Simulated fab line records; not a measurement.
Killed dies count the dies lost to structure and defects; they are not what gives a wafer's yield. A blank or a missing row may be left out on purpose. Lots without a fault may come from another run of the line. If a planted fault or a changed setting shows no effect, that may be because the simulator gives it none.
Split-lot trial ; flow berkeley cmos170 ; 23 wafers read across 5 lots, on a route 331 steps long

SPLIT DETAILS
At UCB170_SILICIDE_SPUTTER_01 (material Ti, target thk 30 nm, time 25 s), the setting power w was moved away from the recipe's 1500 W on 8 of the 23 wafers read, by +3.1% to +8.5%. For the rest of the wafers, this setting stayed at what the recipe calls for.

FROM THE SPLIT ON TO THE READING: in between, the file shows 1 step
- UCB170_SILICIDE_RS_MEAS_02: measures by four-point-probe

THE READING
SILICIDE_TI_THK, in nm, at UCB170_SILICIDE_THK_MEAS_03 (measures by xrf). On this fab line, fault-free wafers typically give 30.0 nm with a standard deviation of 0.3 nm.

wafer;tool, chamber at the split;power w as run, W;against the recipe;SILICIDE_TI_THK, nm;against lot-mates on the recipe
L074.1;pvd sputter-01, -;1500;recipe;30.3;-
L074.2;pvd sputter-01, -;1585;+5.7%;31.6;+1.5
L074.4;pvd sputter-01, -;1500;recipe;29.8;-
L074.5;pvd sputter-01, -;1500;recipe;30.2;-
L074.6;pvd sputter-01, -;1585;+5.7%;31.6;+1.5
L075.2;pvd sputter-04, -;1500;recipe;30.3;-
L075.3;pvd sputter-04, -;1500;recipe;30.9;-
L075.4;pvd sputter-04, -;1628;+8.5%;33.3;+2.7
L075.5;pvd sputter-04, -;1628;+8.5%;33.0;+2.4
L075.6;pvd sputter-04, -;1628;+8.5%;33.1;+2.5
L078.2;pvd sputter-04, -;1500;recipe;30.3;-
L078.3;pvd sputter-04, -;1500;recipe;30.5;-
L078.4;pvd sputter-04, -;1500;recipe;30.4;-
L078.5;pvd sputter-04, -;1500;recipe;30.1;-
L078.6;pvd sputter-04, -;1500;recipe;30.2;-
L079.1;pvd sputter-04, -;1500;recipe;30.4;-
L079.2;pvd sputter-04, -;1500;recipe;30.2;-
L079.3;pvd sputter-04, -;1500;recipe;30.1;-
L084.1;pvd sputter-03, -;1500;recipe;29.6;-
L084.3;pvd sputter-03, -;1546;+3.1%;30.7;+0.8
L084.4;pvd sputter-03, -;1546;+3.1%;31.2;+1.3
L084.5;pvd sputter-03, -;1546;+3.1%;30.9;+1.0
L084.6;pvd sputter-03, -;1500;recipe;30.2;-

FIT RESULTS
A straight line over all 23 wafers: SILICIDE_TI_THK changes by +0.316 nm for each +1% of power w; r = +0.96; the points scatter about the line by 0.31 nm.
The same after taking each lot's own level away (the mean of its wafers on the recipe; 23 wafers): +0.293 nm for each +1%; r = +0.98; scatter 0.21 nm.
According to that fit, moving power w by its largest amount changes the reading by 2.5 nm.
The lots' own levels span 29.90 to 30.60 nm, that is 2.3 times the standard deviation above.
The two slopes are in agreement: the lot-to-lot level therefore moves the slope only a little.
Check: +2.44 nm against its lot-mates is what the line predicts for one of the wafers moved furthest among these (+8.5%) when that wafer is left out of the fit. Against them it came out at +2.7 nm.

THESE WAFERS: OTHER SPLITS
Note: prior to the reading, these wafers also went through further splits. Each is held against what the fit with the lots' levels taken away leaves over:
other split on the same wafers;wafers away from the commonest value;r with SILICIDE_TI_THK (lot level and that fit taken away)
UCB170_PLDD_COAT_01 resist thk nm;9;+0.07
UCB170_NLDD_STRIP_10 o2 flow sccm;7;+0.28
UCB170_PSD_IMPLANT_08 energy kev;10;-0.23
UCB170_NSD_IMPLANT_08 energy kev;10;-0.03

THE WHOLE CHAIN: every reading that the file lists as answering this split, in the file's order
step;what it does;reading;change (the file's fit);r (the file's)
UCB170_SILICIDE_SPUTTER_01;material Ti, target thk 30 nm, time 25 s;Ti_of_SILICIDE_SPUTTER_01.thk nm (the simulator's own value, which no gauge read);+0.293 nm for each +1% of the setting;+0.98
UCB170_SILICIDE_RS_MEAS_02;measures by four-point-probe;SILICIDE_TI_RS;-0.271 for each +1% of the setting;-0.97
UCB170_SILICIDE_THK_MEAS_03;measures by xrf;SILICIDE_TI_THK;+0.293 for each +1% of the setting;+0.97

THE FILE'S OWN FIT
SILICIDE_TI_THK changes by +0.293 nm for each +1% of power w, r = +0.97.
